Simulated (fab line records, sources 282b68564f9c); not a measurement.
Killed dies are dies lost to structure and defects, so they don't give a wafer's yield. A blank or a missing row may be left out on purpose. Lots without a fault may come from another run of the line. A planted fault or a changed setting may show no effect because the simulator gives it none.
fab line records | flow rit_cmos
record lots=15 wafers=45 last_day=7
route steps=202 shown M1@190
lots that met no fault: from a run of the same line without faults
start_h: hours from the record's first day to the start of the lot's first wafer shown | wait_h: hours since the lot's step before | " the same as in the row above | L1.1+2: a row that stands for several wafers | - no value, or no start given | * or withheld: withheld | < > ~ a bound
route shown NAME@n: a module of which the file shows steps, and the number in the route of the first | usual: mean/standard deviation of fault-free wafers | same: alike in all rows | chamber/n: place in a boat | sites: the reading at each site | _std_site: their standard deviation | _edge_site: outer sites' mean less inner sites' | radius_mm: how far each site lies from the wafer's centre | mask NAME#n: copy n | behind: the tool/chamber that last shaped the wafer | hold: why the lot was held/for how many hours/how that ended | device: the transistor (n, p or np) that didn't switch | end of line: the same wafers' tests at the end of the route | a step without rows: its recipe alone | killed: dies lost to structure and defects at the first sort, not the wafer's yield | map: a wafer's dies, x killed, . not, _ none there
set.NAME: the setting as run; set.NAME@STEP: as run at that earlier step | model.NAME: the simulator's own value behind a step, which no gauge read
steps of the route over a sample of lots; a table a step, a row a wafer
services: from which hour (start_h, from the record's first day; less than 0 if before it) a tool's chamber was out of use, for how many hours, and why
## steps
# step RIT_M1_EXPOSE_06
# recipe mask_id=M12 na=0.6 source_shape=conventional sigma_outer=0.5 target_cd_nm=2600 dose_mj=253
# usual exposure_dose_mJ_cm2=249.87/0.28 focus_offset_nm=-0.2/0.55 stage_vel_mm_s=499.99/0.28
# columns lot.wafer tool chamber start_h wait_h mask exposure_dose_mJ_cm2 focus_offset_nm stage_vel_mm_s
L980.2 iline_stepper-01 0 69.08 0.2 M12#0 249.83 -1.2 499.58
L980.3 " 0 " " M12#0 250.09 -0.3 499.62
L980.5 " 0 " " M12#0 250.09 -0.3 499.94
L982.1 iline_stepper-02 0 74.46 0.2 M12#0 250.01 -0.3 499.97
L982.2 " 0 " " M12#0 250.39 0.0 499.99
L982.6 " 0 " " M12#0 250.17 -0.5 500.12
L985.2 iline_stepper-01 0 89.75 0.2 M12#0 249.84 -0.9 500.31
L985.5 " 0 " " M12#0 250.07 0.0 500.26
L985.6 " 0 " " M12#0 250.14 -0.5 500.47
L986.1 iline_stepper-02 0 96.45 0.5 M12#0 249.95 0.7 499.20
L986.4 " 0 " " M12#0 250.21 -0.2 499.74
L986.5 " 0 " " M12#0 249.94 0.4 499.89
L990.2 iline_stepper-02 0 117.02 0.3 M12#0 249.71 -0.1 500.64
L990.5 " 0 " " M12#0 249.79 0.2 500.67
L990.6 " 0 " " M12#0 249.63 -0.3 500.37
L991.1 iline_stepper-01 - 120.19 0.2 M12#0 - - -
L991.2 " - " " M12#0 - - -
L991.6 " - " " M12#0 - - -
L992.3 iline_stepper-02 - 126.24 0.2 M12#0 - - -
L992.4 " - " " M12#0 - - -
L992.6 " - " " M12#0 - - -
L993.1 iline_stepper-01 - 129.57 0.2 M12#0 - - -
L993.2 " - " " M12#0 - - -
L993.6 " - " " M12#0 - - -
L995.3 iline_stepper-01 0 137.76 0.2 M12#0 249.63 -0.4 499.98
L995.4 " 0 " " M12#0 248.98 -0.3 500.13
L995.5 " 0 " " M12#0 249.49 -0.5 499.76
L996.1 iline_stepper-02 0 149.58 0.2 M12#0 250.56 0.0 500.00
L996.2 " 0 " " M12#0 249.82 -0.2 499.67
L996.3 " 0 " " M12#0 249.99 0.0 499.42
L997.1 iline_stepper-02 0 151.01 0.1 M12#0 250.05 -0.6 499.54
L997.3 " 0 " " M12#0 249.68 -0.4 499.96
L997.6 " 0 " " M12#0 250.00 -0.5 499.91
L998.2 iline_stepper-02 0 153.21 0.1 M12#0 249.88 -0.3 499.91
L998.3 " 0 " " M12#0 249.39 0.5 499.82
L998.5 " 0 " " M12#0 249.50 -0.6 499.92
L999.1 iline_stepper-02 0 158.96 0.1 M12#0 250.16 -0.4 499.80
L999.4 " 0 " " M12#0 249.93 -1.9 500.21
L999.5 " 0 " " M12#0 249.84 0.0 499.90
L100.2 iline_stepper-02 0 164.79 0.1 M12#0 249.66 -1.1 499.92
L100.3 " 0 " " M12#0 249.29 -1.4 500.06
L100.6 " 0 " " M12#0 249.54 -0.8 499.98
L101.2 iline_stepper-02 0 169.93 0.1 M12#0 249.51 -1.0 500.14
L101.4 " 0 " " M12#0 250.04 -0.6 499.88
L101.6 " 0 " " M12#0 249.83 -0.3 500.10
## services
# columns tool chamber start_h hours kind
iline_stepper-01 - 92.55 2.1 pm
iline_stepper-01 - 94.64 - consumable_replace:lamp
iline_stepper-01 - 95.12 1.7 pm
iline_stepper-01 0 95.21 - calibration
iline_stepper-02 - 134.84 8.9 pm
iline_stepper-02 0 153.96 - calibration
## key
first_sign step=RIT_M1_EXPOSE_06 reading=tool_record direction=missing
effect none on later readings
met_at RIT_M1_EXPOSE_06
struck_lots L991,L992,L993
later_rows_left_out L991.1,L991.2,L991.6,L992.3,L992.4,L992.6,L993.1,L993.2,L993.6
sort_left_out L991.1,L991.2,L991.6,L992.3,L992.4,L992.6,L993.1,L993.2,L993.6
onset_between 117.02 120.19
fault kind=skipped_step_whole tool=iline_stepper-01,iline_stepper-02 chamber=- onset_h=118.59 steps=RIT_M1_EXPOSE_06 scope=struck_lots_only
# sort_left_out: the simulated sort isn't trusted on such a fault, so these wafers' sort isn't shown, and their yield isn't known
# later_rows_left_out: the simulator's readings of these wafers behind a module that went badly wrong aren't trusted and aren't shown, but for the sort
